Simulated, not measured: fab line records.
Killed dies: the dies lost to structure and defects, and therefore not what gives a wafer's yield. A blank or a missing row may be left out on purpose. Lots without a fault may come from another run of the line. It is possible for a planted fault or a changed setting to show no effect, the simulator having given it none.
Commonality check across tools | flow berkeley-cmos170 | 14 lots and 42 wafers in the sample

== WHY IT WAS OPENED ==
At UCB170_GATE_CD_MEAS_12 the reading cd-nm is flagged on 2 of 14 lots. Fault-free wafers read 350.1 nm, with a standard deviation of 1.5.
Rule: a lot is flagged when every wafer of it that has a number lies more than 4 standard deviations from that mean, or none has a number. The other lots count as sound.

lot  | measured     | on        | cd-nm (nm), wafer by wafer | flag
L482 | day 5 21:28  | cd-sem-01 | 349.8 348.1 347.9          |
L483 | day 6 06:43  | cd-sem-01 | 349.9 349.2 350.0          |
L484 | day 6 14:19  | cd-sem-01 | 350.7 351.5 351.6          |
L485 | day 6 21:26  | cd-sem-02 | 351.0 350.2 351.2          |
L487 | day 6 21:41  | cd-sem-02 | 350.9 352.0 350.6          |
L486 | day 6 21:59  | cd-sem-01 | 349.6 348.8 349.2          |
L488 | day 7 08:38  | cd-sem-01 | 350.4 350.5 350.9          |
L489 | day 7 12:22  | cd-sem-02 | 349.7 350.9 351.3          |
L491 | day 7 20:16  | cd-sem-02 | 350.0 349.4 349.6          |
L493 | day 8 04:34  | cd-sem-01 | 351.7 351.7 353.1          |
L495 | day 8 04:49  | cd-sem-01 | 349.2 350.7 349.7          |
L500 | day 9 11:45  | cd-sem-01 | 348.8 348.2 349.6          |
L501 | day 9 11:55  | cd-sem-02 | 327.3 327.1 326.4          | FLAGGED
L503 | day 10 11:18 | cd-sem-01 | 323.4 324.0 323.8          | FLAGGED
The numbers of the flagged lots are 325.3 nm on average: -24.8 nm against the usual, or -17 standard deviations.

== WHICH TOOL EACH LOT WENT THROUGH ==
The record holds 2 process steps before the reading, out of a route of 331 steps. Each cell gives the tool, then ch followed by the chambers the sampled wafers passed through, then the start.
lot  | flag    | UCB170_PFIELD_STRIP_08              | UCB170_GATE_SOFTBAKE_08
L482 |         | plasma-asher-04 ch 0,1, day 4 02:12 | litho-track-02 ch 0, day 5 20:00
L483 |         | plasma-asher-04 ch 0,1, day 4 08:59 | litho-track-04 ch 0, day 6 05:00
L484 |         | plasma-asher-03 ch 0,1, day 4 17:52 | litho-track-01 ch 0, day 6 13:00
L485 |         | plasma-asher-03 ch 0,1, day 5 06:23 | litho-track-01 ch 0, day 6 20:00
L487 |         | plasma-asher-01 ch 0,1, day 5 07:32 | litho-track-04 ch 0, day 6 21:00
L486 |         | plasma-asher-04 ch 0,1, day 5 07:44 | litho-track-02 ch 0, day 6 21:00
L488 |         | plasma-asher-01 ch 0,1, day 5 11:22 | litho-track-04 ch 0, day 7 07:00
L489 |         | plasma-asher-03 ch 0,1, day 5 15:09 | litho-track-02 ch 0, day 7 11:00
L491 |         | plasma-asher-01 ch 0,1, day 6 03:01 | litho-track-01 ch 0, day 7 19:00
L493 |         | plasma-asher-03 ch 0,1, day 6 14:19 | litho-track-04 ch 0, day 8 03:00
L495 |         | plasma-asher-01 ch 0,1, day 6 14:27 | litho-track-02 ch 0, day 8 03:00
L500 |         | plasma-asher-03 ch 1, day 7 22:08   | litho-track-04 ch 0, day 9 10:00
L501 | FLAGGED | plasma-asher-04 ch 0,1, day 8 01:52 | litho-track-01 ch 0, day 9 10:00
L503 | FLAGGED | plasma-asher-04 ch 0,1, day 8 15:08 | litho-track-01 ch 0, day 10 10:00
These steps, and what they do:
- UCB170_PFIELD_STRIP_08: strips in O2.
- UCB170_GATE_SOFTBAKE_08: time 60 s.
- UCB170_GATE_CD_MEAS_12: target cd 350 nm.

== FLAGGED OVER TOTAL, TOOL BY TOOL (the gauges that took the reading come last) ==
step                    | tool            | lots run | flagged | share of the flagged lots | sound lots run after its first flagged lot
UCB170_PFIELD_STRIP_08  | plasma-asher-01 | 4        | 0       | none                      | -
UCB170_PFIELD_STRIP_08  | plasma-asher-03 | 5        | 0       | none                      | -
UCB170_PFIELD_STRIP_08  | plasma-asher-04 | 5        | 2       | all                       | 0
UCB170_GATE_SOFTBAKE_08 | litho-track-01  | 5        | 2       | all                       | 0
UCB170_GATE_SOFTBAKE_08 | litho-track-02  | 4        | 0       | none                      | -
UCB170_GATE_SOFTBAKE_08 | litho-track-04  | 5        | 0       | none                      | -
UCB170_GATE_CD_MEAS_12  | cd-sem-01       | 9        | 1       | some                      | 0
UCB170_GATE_CD_MEAS_12  | cd-sem-02       | 5        | 1       | some                      | 0

== WHAT IS ALLOWED BY THE TABLE ==
Every flagged lot went through 2 rows of the table: plasma-asher-04 at UCB170_PFIELD_STRIP_08 and litho-track-01 at UCB170_GATE_SOFTBAKE_08.
- plasma-asher-04 at UCB170_PFIELD_STRIP_08: 2 of its 5 lots flagged. A fault beginning between L486 (day 5 07:44), its last sound lot, and L501 (day 8 01:52), its first flagged one, fits the data.
- litho-track-01 at UCB170_GATE_SOFTBAKE_08: 2 of its 5 lots flagged. A fault beginning between L491 (day 7 19:00), its last sound lot, and L501 (day 9 10:00), its first flagged one, fits the data. Its own readings (heater-power-total-W, plate-temp-C) fall more than 4 standard deviations out on all wafers of the flagged lots.
These 2 tools cannot be told apart by counting lots, since each of them fits a fault that started at some hour. More lots, or a look at what each step does to the wafer, might.

== WHAT THE SIMULATOR HAD INSERTED ==
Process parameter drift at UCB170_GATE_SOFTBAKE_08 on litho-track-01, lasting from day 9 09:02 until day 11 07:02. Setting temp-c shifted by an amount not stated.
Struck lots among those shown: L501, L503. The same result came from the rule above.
